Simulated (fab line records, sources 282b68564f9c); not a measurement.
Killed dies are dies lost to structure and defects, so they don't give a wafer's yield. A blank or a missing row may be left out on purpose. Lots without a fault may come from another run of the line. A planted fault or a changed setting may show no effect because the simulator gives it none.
Problem report in the 8D (eight disciplines) form, filled by code | flow rit_cmos | the parts of the form that need people (team, actions taken, sign-off) are left out

1. THE PROBLEM
run_length_s at RIT_GATE_ETCH_19 reads a mean of 239.6 s on 1 wafer of 1 lot; wafers without a fault read 193.1 s with a standard deviation of 0.48. That is +97 standard deviations from the usual mean.
The step: etches poly-Si in SF6/CHF3/O2, stops on SiO2, time 165 s, target depth 312.5 nm.
First seen on wafer L691.6, day 6 08:41, on rie_si-02. The record holds 15 wafers of 5 lots with a number at this step. Rule for "out", or "out of limits": more than 4 standard deviations from the usual mean. The other wafers with a number count as sound.

2. WHAT IT IS AND WHAT IT IS NOT
question                    | is                           | is not
which readings at this step | run_length_s, oes_product_au | drypump_motor_current_A, throttle_valve_pct
which lots                  | L691                         | L675, L677, L690, L696
which wafers of those lots  | L691.6                       | L691.1, L691.4
read on which tools         | rie_si-02                    | rie_si-01
when                        | from day 6 08:41             | up to then (11 sound wafers); but 3 sound wafers of L696 came after

3. SUSPECTS, AND WHAT RULES EACH OUT
Counting: a tool at a process step up to the reading stays a suspect if it ran every lot that is out. Sound lots after the first of them don't rule it out here, since some wafers of a struck lot are sound.
- rie_si-02 at RIT_GATE_ETCH_19 (etches poly-Si in SF6/CHF3/O2, stops on SiO2, time 165 s, target depth 312.5 nm): kept. It ran the lot that is out, L691 (day 6 08:41); its last sound lot up to then is L677 (day 3 11:01). Its own readings are out on those wafers: oes_product_au, run_length_s.
- Within rie_si-02 at RIT_GATE_ETCH_19: the wafers that are out ran in chamber 2; their sound lot-mates ran in chambers 0, 3.
Left after counting: rie_si-02 at RIT_GATE_ETCH_19.

4. THE CAUSE (what the simulator had put in)
Process parameter drift: rie_si-02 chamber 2, from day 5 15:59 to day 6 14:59, at RIT_GATE_ETCH_19. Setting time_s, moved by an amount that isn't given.
Counting left only this tool.

5. THE CHAIN OF EFFECTS, in route order
Each row: a reading whose mean over the struck wafers that have a number lies more than 3 standard deviations from the usual. Only readings for which the record gives a usual standard deviation are gone through. hours: the time from each lot's start at the first step in this table that gives one to its start at this step, as a median over the lots. sigmas: the change in usual standard deviations.
hours | step             | reading        | usual      | on struck wafers | change | sigmas
0     | RIT_GATE_ETCH_19 | oes_product_au | 0.845 a.u. | 0.707            | -0.138 | -9.2
0     | RIT_GATE_ETCH_19 | run_length_s   | 193.1 s    | 239.6            | +46.5  | +97
The process steps in it:
- RIT_GATE_ETCH_19: etches poly-Si in SF6/CHF3/O2, stops on SiO2, time 165 s, target depth 312.5 nm.

6. WHAT WOULD HAVE CAUGHT IT SOONER
In this record the first reading out of limits was taken at day 6 08:41, 17 hours after the fault began at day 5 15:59.
